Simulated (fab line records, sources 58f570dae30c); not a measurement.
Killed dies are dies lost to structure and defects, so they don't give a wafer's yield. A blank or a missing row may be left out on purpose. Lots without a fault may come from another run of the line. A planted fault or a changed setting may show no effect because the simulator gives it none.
Split-lot experiment | flow berkeley_cmos170 | 5 lots, 23 wafers read, on a route of 331 steps

THE SPLIT
At UCB170_NSD_PEB_04, the setting peb_temp_c was moved away from the recipe's 130 C on 7 of the 23 wafers read, by -2.2% to +1.2%. The other wafers ran this setting at the recipe's value.

FROM THE SPLIT TO THE READING: what the file shows between them, 1 step
- UCB170_NSD_DEVELOP_05: develop time 45 s

THE READING
cd_nm, in nm, at UCB170_NSD_CD_MEAS_06 (target cd 1200 nm). Fault-free wafers of this fab line usually give 1199.9 nm, standard deviation 1.3 nm.

wafer  | tool, chamber at the split | peb_temp_c as run, C | against the recipe | cd_nm, nm | against lot-mates on the recipe
L076.1 | litho_track-03, 0          | 130                  | recipe             | 1198.2    | -
L076.2 | litho_track-03, 0          | 131.5                | +1.2%              | 1209.0    | +11.3
L076.4 | litho_track-03, 0          | 130                  | recipe             | 1197.2    | -
L076.5 | litho_track-03, 0          | 131.5                | +1.2%              | 1208.2    | +10.5
L076.6 | litho_track-03, 0          | 130                  | recipe             | 1197.7    | -
L078.1 | litho_track-01, 0          | 128.2                | -1.4%              | 1186.2    | -13.8
L078.3 | litho_track-01, 0          | 128.2                | -1.4%              | 1187.0    | -13.0
L078.4 | litho_track-01, 0          | 130                  | recipe             | 1200.1    | -
L078.5 | litho_track-01, 0          | 130                  | recipe             | 1201.3    | -
L078.6 | litho_track-01, 0          | 130                  | recipe             | 1198.6    | -
L084.1 | litho_track-01, 0          | 130                  | recipe             | 1198.1    | -
L084.3 | litho_track-01, 0          | 130                  | recipe             | 1200.6    | -
L084.6 | litho_track-01, 0          | 130                  | recipe             | 1198.4    | -
L083.1 | litho_track-03, 0          | 130                  | recipe             | 1200.2    | -
L083.2 | litho_track-03, 0          | 130                  | recipe             | 1201.1    | -
L083.3 | litho_track-03, 0          | 130                  | recipe             | 1199.7    | -
L083.5 | litho_track-03, 0          | 130                  | recipe             | 1200.8    | -
L083.6 | litho_track-03, 0          | 130                  | recipe             | 1201.4    | -
L082.1 | litho_track-04, 0          | 127.1                | -2.2%              | 1177.4    | -21.8
L082.2 | litho_track-04, 0          | 127.1                | -2.2%              | 1178.0    | -21.2
L082.3 | litho_track-04, 0          | 130                  | recipe             | 1198.5    | -
L082.4 | litho_track-04, 0          | 130                  | recipe             | 1199.8    | -
L082.5 | litho_track-04, 0          | 127.1                | -2.2%              | 1178.3    | -20.9

THE FIT
A straight line over all 23 wafers: cd_nm changes by +9.3 nm for each +1% of peb_temp_c; r = +0.99; the points scatter about the line by 1.3 nm.
The same after taking each lot's own level away (the mean of its wafers on the recipe; 23 wafers): +9.54 nm for each +1%; r = +1.00; scatter 0.75 nm.
On that fit, the largest move of peb_temp_c shifts the reading by 21 nm.
The lots' own levels span 1197.70 to 1200.64 nm, that is 2.3 times the standard deviation above.
So the lot-to-lot level changes the slope little: the two slopes agree.
Check: with one of the wafers moved furthest among these (-2.2%) left out of the fit, the line predicts -21.2 nm for it against its lot-mates. It came out at -21.8 nm against them.

OTHER SPLITS ON THESE WAFERS
These wafers also went through other splits before the reading. Each is held against what the fit with the lots' levels taken away leaves over:
other split on the same wafers    | wafers away from the commonest value | r with cd_nm (lot level and that fit taken away)
UCB170_PLDD_EXPOSE_03 dose_mj     | 7                                    | +0.00
UCB170_NLDD_COAT_01 resist_thk_nm | 5                                    | +0.11
UCB170_SPACER_CVD_00 time_s       | 8                                    | -0.30
UCB170_NSD_COAT_01 resist_thk_nm  | 4                                    | -0.34

THE FILE'S OWN FIT
cd_nm changes by +9.55 nm for each +1% of peb_temp_c, r = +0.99.
